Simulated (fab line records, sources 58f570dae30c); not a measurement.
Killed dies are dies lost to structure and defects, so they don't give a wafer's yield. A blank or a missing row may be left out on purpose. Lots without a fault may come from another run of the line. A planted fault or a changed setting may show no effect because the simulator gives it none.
Which tool did it? | flow berkeley_cmos170 | 14 lots, 42 wafers sampled, at 4 steps of a route of 331

WHAT THE GAUGES READ, wafer by wafer
UCB170_V2_THK_MEAS_01. Usual: V2_TEOS_THK 1990 nm, standard deviation 24.
lot  | measured     | on            | V2_TEOS_THK (nm) | flag
L637 | day 9 08:34  | film_metro-04 | 1998 2013 1997   |
L639 | day 9 13:33  | film_metro-03 | 1941 2005 2007   |
L640 | day 9 13:52  | film_metro-03 | 1945 1989 1994   |
L641 | day 10 16:10 | film_metro-04 | 1951 1960 2005   |
L644 | day 10 14:58 | film_metro-04 | 1951 1970 1990   |
L643 | day 10 18:04 | film_metro-02 | 1963 2001 2007   |
L645 | day 11 02:10 | film_metro-03 | 1978 1960 2001   |
L647 | day 11 15:10 | film_metro-03 | 1987 2039 2028   |
L650 | day 12 05:25 | film_metro-04 | 1973 2012 1990   |
L651 | day 12 18:10 | film_metro-04 | 1969 1995 1990   |
L652 | day 13 03:14 | film_metro-03 | 1973 1961 1987   |
L653 | day 13 08:01 | film_metro-02 | 2003 1996 2043   |
L655 | day 13 16:58 | film_metro-04 | 2008 1990 1998   |
L657 | day 13 16:38 | film_metro-03 | 2002 2001 2007   |

WHICH TOOL RAN EACH LOT (tool, then ch and the chambers of the sampled wafers, then the start)
lot  | UCB170_ZERO_STRIP_07                | UCB170_CONTACT_ETCH_17             | UCB170_CONTACT_STRIP_19
L637 | plasma_asher-01 ch 0,1, day 2 01:39 | rie_diel-04 ch 0,2, day 8 23:04    | plasma_asher-01 ch 0,1, day 8 23:13
L639 | plasma_asher-01 ch 0,1, day 2 10:35 | rie_diel-02 ch 0,1, day 9 01:23    | plasma_asher-04 ch 1, day 9 01:33
L640 | plasma_asher-01 ch 0,1, day 2 19:10 | rie_diel-02 ch 1,2,3, day 9 01:06  | plasma_asher-03 ch 1, day 9 01:16
L641 | plasma_asher-02 ch 0,1, day 3 03:14 | rie_diel-04 ch 1,2, day 10 06:31   | plasma_asher-03 ch 0,1, day 10 06:41
L644 | plasma_asher-03 ch 0,1, day 3 12:24 | rie_diel-03 ch 0,1,2, day 10 04:43 | plasma_asher-03 ch 0,1, day 10 04:53
L643 | plasma_asher-01 ch 0,1, day 3 12:47 | rie_diel-02 ch 0,3, day 10 07:23   | plasma_asher-01 ch 0,1, day 10 07:34
L645 | plasma_asher-03 ch 0,1, day 3 18:11 | rie_diel-04 ch 1,2,3, day 10 16:17 | plasma_asher-01 ch 0,1, day 10 16:27
L647 | plasma_asher-01 ch 0,1, day 4 04:23 | rie_diel-02 ch 2,3, day 11 05:07   | plasma_asher-01 ch 0,1, day 11 05:17
L650 | plasma_asher-03 ch 0, day 4 16:58   | rie_diel-04 ch 0,1,3, day 11 19:19 | plasma_asher-01 ch 0,1, day 11 19:29
L651 | plasma_asher-01 ch 0,1, day 4 22:42 | rie_diel-02 ch 0,3, day 12 08:00   | plasma_asher-03 ch 0,1, day 12 08:12
L652 | plasma_asher-03 ch 0,1, day 5 03:49 | rie_diel-03 ch 0,2,3, day 12 18:00 | plasma_asher-01 ch 0,1, day 12 18:12
L653 | plasma_asher-03 ch 0,1, day 5 15:31 | rie_diel-03 ch 0,2,3, day 12 18:21 | plasma_asher-03 ch 0,1, day 12 18:31
L655 | plasma_asher-02 ch 1, day 5 21:20   | rie_diel-04 ch 0,2, day 13 05:58   | plasma_asher-04 ch 0,1, day 13 06:08
L657 | plasma_asher-02 ch 0,1, day 6 04:04 | rie_diel-02 ch 0,3, day 13 05:38   | plasma_asher-01 ch 0,1, day 13 05:49
- UCB170_ZERO_STRIP_07: strips in O2.
- UCB170_CONTACT_ETCH_17: etches BARC in N2/H2.
- UCB170_CONTACT_STRIP_19: strips in O2.

WHAT THE TOOLS THEMSELVES READ (means of the sampled wafers that have a number; where no wafer has one, the mark that the record gives instead)
UCB170_ZERO_STRIP_07. Usual: drypump_motor_current_A 5.6 A, standard deviation 0.51; oes_product_au 0.727 a.u., standard deviation 0.0049; strip_time_to_endpoint_s 21.48 s, standard deviation 0.056.
lot  | tool            | drypump_motor_current_A (A) | oes_product_au (a.u.) | strip_time_to_endpoint_s (s) | flag
L637 | plasma_asher-01 | 6.1                         | 0.729                 | 21.42                        |
L639 | plasma_asher-01 | 6.1                         | 0.727                 | 21.52                        |
L640 | plasma_asher-01 | 6.2                         | 0.728                 | 21.50                        |
L641 | plasma_asher-02 | 5.9                         | 0.733                 | 21.43                        |
L644 | plasma_asher-03 | 5.0                         | 0.725                 | 21.45                        |
L643 | plasma_asher-01 | 6.1                         | 0.729                 | 21.52                        |
L645 | plasma_asher-03 | 5.0                         | 0.727                 | 21.42                        |
L647 | plasma_asher-01 | 6.1                         | 0.725                 | 21.46                        |
L650 | plasma_asher-03 | 4.9                         | 0.722                 | 21.54                        |
L651 | plasma_asher-01 | 6.1                         | 0.725                 | 21.44                        |
L652 | plasma_asher-03 | 5.0                         | 0.725                 | 21.51                        |
L653 | plasma_asher-03 | 5.1                         | 0.722                 | 21.50                        |
L655 | plasma_asher-02 | 5.7                         | 0.723                 | 21.52                        |
L657 | plasma_asher-02 | 6.0                         | 0.728                 | 21.52                        |

UCB170_CONTACT_ETCH_17. Usual: drypump_motor_current_A 5.9 A, standard deviation 0.37; oes_product_au 0.999 a.u., standard deviation 0.02; rf_fwd_power_W 495.0 W, standard deviation 1.8; throttle_valve_pct 13.31 %, standard deviation 0.15.
lot  | tool        | drypump_motor_current_A (A) | oes_product_au (a.u.) | rf_fwd_power_W (W) | throttle_valve_pct (%) | flag
L637 | rie_diel-04 | 5.9                         | 1.008                 | 492.9              | 13.29                  |
L639 | rie_diel-02 | 5.6                         | 0.985                 | 494.8              | 13.42                  |
L640 | rie_diel-02 | 5.9                         | 0.993                 | 495.9              | 13.29                  |
L641 | rie_diel-04 | 6.5                         | 0.999                 | 494.9              | 13.22                  |
L644 | rie_diel-03 | 5.8                         | 0.979                 | 496.2              | 13.40                  |
L643 | rie_diel-02 | 5.5                         | 1.009                 | 493.7              | 13.21                  |
L645 | rie_diel-04 | 6.4                         | 0.995                 | 495.6              | 13.23                  |
L647 | rie_diel-02 | 5.9                         | 1.000                 | 496.1              | 13.20                  |
L650 | rie_diel-04 | 6.2                         | 0.991                 | 495.4              | 13.37                  |
L651 | rie_diel-02 | 5.5                         | 1.011                 | 492.9              | 13.21                  |
L652 | rie_diel-03 | 6.0                         | 1.001                 | 495.0              | 13.42                  |
L653 | rie_diel-03 | 6.0                         | 1.000                 | 493.2              | 13.41                  |
L655 | rie_diel-04 | 6.2                         | 1.012                 | 495.2              | 13.19                  |
L657 | rie_diel-02 | 5.7                         | 1.019                 | 494.7              | 13.22                  |

UCB170_CONTACT_STRIP_19. Usual: drypump_motor_current_A 5.8 A, standard deviation 0.54; oes_product_au 0.726 a.u., standard deviation 0.0049.
lot  | tool            | drypump_motor_current_A (A) | oes_product_au (a.u.) | flag
L637 | plasma_asher-01 | 5.9                         | 0.729                 |
L639 | plasma_asher-04 | 5.9                         | 0.729                 |
L640 | plasma_asher-03 | 5.3                         | 0.731                 |
L641 | plasma_asher-03 | 5.0                         | 0.723                 |
L644 | plasma_asher-03 | 5.2                         | 0.728                 |
L643 | plasma_asher-01 | 5.9                         | 0.722                 |
L645 | plasma_asher-01 | 5.9                         | 0.726                 |
L647 | plasma_asher-01 | 6.2                         | 0.729                 |
L650 | plasma_asher-01 | 6.2                         | 0.729                 |
L651 | plasma_asher-03 | 5.0                         | 0.729                 |
L652 | plasma_asher-01 | 6.1                         | 0.725                 |
L653 | plasma_asher-03 | 5.2                         | 0.721                 |
L655 | plasma_asher-04 | 6.2                         | 0.728                 |
L657 | plasma_asher-01 | 5.9                         | 0.725                 |

THE ANSWER, worked out from the rows above alone
Rule: a lot is off if the mean of its wafers that have a number lies more than 3 standard deviations from the usual mean. A lot without any number at a reading at which 4 lots or more have one is off too. The other lots that the step has rows for count as sound. The gauges are gone through in route order, then the tools' own readings, and for those a lot's mean is taken as printed above. The first step at which some lot is off is used, and at that step the reading that is off furthest; a lot without a number counts as furthest.
No lot is off at any reading shown: from this, nothing can be told.

WHAT THE SIMULATOR HAD PUT IN
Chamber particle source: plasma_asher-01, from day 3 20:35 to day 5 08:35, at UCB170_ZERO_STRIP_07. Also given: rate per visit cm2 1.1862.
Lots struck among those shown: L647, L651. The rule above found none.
